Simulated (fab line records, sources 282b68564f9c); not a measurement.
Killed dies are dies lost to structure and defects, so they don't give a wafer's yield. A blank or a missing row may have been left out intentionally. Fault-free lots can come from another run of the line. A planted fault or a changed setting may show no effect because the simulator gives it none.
The tool behind it: which one?	flow rit-cmos	39 wafers from 13 lots sampled at 4 of the route's 202 steps

## WHAT THE GAUGES READ, wafer by wafer
RIT_ACTIVE_BOW_MEAS_00. Usual: INCOMING_BOW typically reads 0 um, with standard deviation 6.
lot	measured	on	INCOMING_BOW (um)	flag
L989	day 1 15:02	film-metro-03	-7 1 2	
L990	day 1 20:00	film-metro-03	-8 0 -1	
L991	day 2 01:00	film-metro-03	-4 3 0	
L992	day 2 06:04	film-metro-02	-3 1 11	
L993	day 2 11:00	film-metro-02	-15 7 -1	
L994	day 2 16:00	film-metro-02	-8 5 -9	
L995	day 2 21:00	film-metro-03	3 -2 0	
L997	day 3 07:00	film-metro-03	-2 -5 7	
L107	day 5 09:02	film-metro-04	6 -5 4	
L108	day 5 14:00	film-metro-04	3 -4 -5	
L109	day 5 19:00	film-metro-02	-2 6 7	
L110	day 6 00:00	film-metro-04	10 8 9	
L111	day 6 05:02	film-metro-04	-6 -2 -3	

RIT_GATE_CD_MEAS_16: the cd target is 150 nm. Usual: cd-nm 149.2 nm, standard deviation 2.3.
lot	measured	on	cd-nm (nm)	flag
L989	day 2 18:25	cd-sem-02	152.0 149.4 150.1	
L990	day 2 22:17	cd-sem-02	151.3 151.3 149.3	
L991	day 3 03:49	cd-sem-01	144.0 147.1 145.2	
L992	day 3 08:02	cd-sem-02	148.3 148.0 144.7	
L993	day 3 13:05	cd-sem-02	148.2 148.9 148.7	
L994	day 3 19:43	cd-sem-02	148.8 146.1 147.0	
L995	day 3 22:26	cd-sem-02	149.5 151.7 149.8	
L997	day 4 10:13	cd-sem-02	163.1 165.2 165.4	OFF
L107	day 6 11:10	cd-sem-02	149.3 150.6 148.8	
L108	day 6 16:29	cd-sem-01	152.2 149.9 148.6	
L109	day 6 22:23	cd-sem-02	151.3 150.2 150.9	
L110	day 7 02:53	cd-sem-02	149.1 151.2 150.4	
L111	day 7 12:09	cd-sem-02	148.9 149.2 148.6	

RIT_M1_OVL_MEAS_10. Usual: M1_OVL typically reads 1.1 nm, with standard deviation 1.7.
lot	measured	on	M1_OVL (nm)	flag
L989	day 3 11:57	overlay-02	-3.4 -3.2 -2.4	
L990	day 3 15:59	overlay-01	-0.4 0.6 -1.8	
L991	day 3 21:30	overlay-02	1.6 0.6 1.4	
L992	day 4 01:30	overlay-02	1.0 1.2 1.1	
L993	day 4 07:58	overlay-01	0.6 -0.7 0.9	
L994	day 4 13:39	overlay-01	2.4 1.1 2.9	
L995	day 4 16:51	overlay-02	-0.8 -0.3 -0.2	
L997	day 5 04:04	overlay-01	0.1 1.5 1.5	
L107	day 7 04:44	overlay-01	0.3 0.8 1.4	
L108	day 7 10:10	overlay-01	1.1 -0.6 0.7	
L109	day 7 15:44	overlay-02	1.0 0.3 0.8	
L110	day 7 22:26	overlay-01	2.1 2.4 2.3	
L111	day 8 06:04	overlay-02	2.9 1.3 2.9	

## WHICH TOOL RAN EACH LOT (tool, then ch and the chambers of the sampled wafers, then the start)
lot	RIT_GATE_EXPOSE_13
L989	iline-stepper-02 ch 0, day 2 18:01
L990	iline-stepper-02 ch 0, day 2 21:53
L991	iline-stepper-01 ch 0, day 3 03:25
L992	iline-stepper-02 ch 0, day 3 07:38
L993	iline-stepper-02 ch 0, day 3 12:41
L994	iline-stepper-01 ch 0, day 3 19:18
L995	iline-stepper-01 ch 0, day 3 22:02
L997	iline-stepper-01 ch 0, day 4 09:49
L107	iline-stepper-02 ch 0, day 6 10:46
L108	iline-stepper-02 ch 0, day 6 16:05
L109	iline-stepper-01 ch 0, day 6 21:58
L110	iline-stepper-01 ch 0, day 7 02:29
L111	iline-stepper-01 ch 0, day 7 11:45
- RIT_GATE_EXPOSE_13: exposes mask M6, target cd 150 nm.

## AS READ BY THE TOOLS THEMSELVES (means over the sampled wafers that have a number; for cases with no such wafer, the mark the record gives instead)
RIT_GATE_EXPOSE_13. Usual: stage-vel-mm-s 499.98 mm/s, standard deviation 0.23.
lot	tool	stage-vel-mm-s (mm/s)	flag
L989	iline-stepper-02	499.66	
L990	iline-stepper-02	500.15	
L991	iline-stepper-01	499.77	
L992	iline-stepper-02	500.03	
L993	iline-stepper-02	499.95	
L994	iline-stepper-01	500.12	
L995	iline-stepper-01	499.87	
L997	iline-stepper-01	499.75	
L107	iline-stepper-02	500.24	
L108	iline-stepper-02	500.03	
L109	iline-stepper-01	500.29	
L110	iline-stepper-01	499.97	
L111	iline-stepper-01	500.02	

## THE ANSWER, worked out from the rows above alone
Rule: lot off if the mean of its wafers having a number is beyond 3 standard deviations from the usual mean. Also off: a lot with no number at a reading for which 4 or more lots have one. All remaining lots with rows at the step are treated as sound. The gauges are gone through in route order, then the tools' own readings, and for those a lot's mean is taken as printed above. At the first step where some lot is off, the reading lying furthest off is the one used; lots without a number count as furthest.
Off, at RIT_GATE_CD_MEAS_16 on cd-nm: L997.
If a tool, at a process step before that reading, ran all the lots that are off and no sound lot after the first of them, it fits. Those tools and the gauges at RIT_GATE_CD_MEAS_16 are tried in the same way. Not one of the candidates tried fits.

## WHAT THE SIMULATOR HAD INSERTED
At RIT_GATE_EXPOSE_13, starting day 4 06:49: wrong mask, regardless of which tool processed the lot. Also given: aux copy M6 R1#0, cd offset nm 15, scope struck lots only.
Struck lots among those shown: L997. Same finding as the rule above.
